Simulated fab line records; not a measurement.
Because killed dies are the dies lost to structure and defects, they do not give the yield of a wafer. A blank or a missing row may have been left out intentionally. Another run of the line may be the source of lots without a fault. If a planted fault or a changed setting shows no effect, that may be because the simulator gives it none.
Which tool did it? + flow berkeleyCmos170 + 7 lots with 21 wafers sampled at 2 steps, on a route of 331 steps

== WHAT THE GAUGES SHOWED, per wafer ==
UCB170_GATE_THK_MEAS_02.
| lot  | measured     | on           | GATE_OXIDE_THK (nm)                 |
|------|--------------|--------------|-------------------------------------|
| L846 | day 5 21:43  | filmMetro-02 | 6.49 6.47 6.35                      |
| L849 | day 6 13:45  | filmMetro-02 | 6.64 6.62 6.68                      |
| L851 | day 6 23:20  | filmMetro-01 | 6.62 6.50 6.71                      |
| L856 | day 8 07:17  | filmMetro-02 | 6.82 6.78 6.79                      |
| L858 | day 8 21:24  | filmMetro-04 | 6.68 6.70 6.65                      |
| L861 | day 8 21:23  | filmMetro-02 | 6.84 6.77 6.85                      |
| L868 | day 10 23:49 | filmMetro-02 | 10.66 10.79 10.69 10.68 10.73 10.75 |

== WHAT TOOL EACH LOT RAN ON (gives the tool, then ch and the chambers of the sampled wafers, and finally the start) ==
| lot  | UCB170_GATE_OXIDATION_01                                        |
|------|-----------------------------------------------------------------|
| L846 | furnace-03 ch 0, day 5 20:09                                    |
| L849 | furnace-03 ch 0, day 6 12:15                                    |
| L851 | furnace-02 ch 0, day 6 21:50                                    |
| L856 | furnace-03 ch 0, day 8 05:47                                    |
| L858 | furnace-02 ch 0, day 8 19:53                                    |
| L861 | furnace-02 ch 0, day 8 19:53                                    |
| L868 | furnace-03 ch 0, day 10 20:25 and furnace-02 ch 0, day 10 22:19 |
- UCB170_GATE_OXIDATION_01: target thk 6.6 nm, ox time 1800 s.

== THE ANSWER, worked out from the rows above alone ==
Rule: the usual values come from the lots themselves. Put in order of their means at a reading, lots are off if they are a third of the lots or fewer, leave a main group of 4 or more, and stand apart from it by a gap of 3 or more times the standard deviation of the main group's means; of several such gaps the widest counts. If all means in a main group match to the digits the tables above print for the reading, that group is not used. Also off: a lot with no number at a reading for which 4 or more lots have one. Any other lot the step has rows for is counted as sound.
Off: at UCB170_GATE_THK_MEAS_02 (GATE_OXIDE_THK), L868. For the main group the mean is 6.66 nm and the standard deviation 0.13.
If a tool, at a process step before that reading, ran all the lots that are off and no sound lot after the first of them, it fits. The gauges at UCB170_GATE_THK_MEAS_02 are tried like those tools. Can't be told from this: 3 tools fit, furnace-02 at UCB170_GATE_OXIDATION_01, furnace-03 at UCB170_GATE_OXIDATION_01, filmMetro-02 at UCB170_GATE_THK_MEAS_02.

== WHAT THE SIMULATOR HAD PUT IN ==
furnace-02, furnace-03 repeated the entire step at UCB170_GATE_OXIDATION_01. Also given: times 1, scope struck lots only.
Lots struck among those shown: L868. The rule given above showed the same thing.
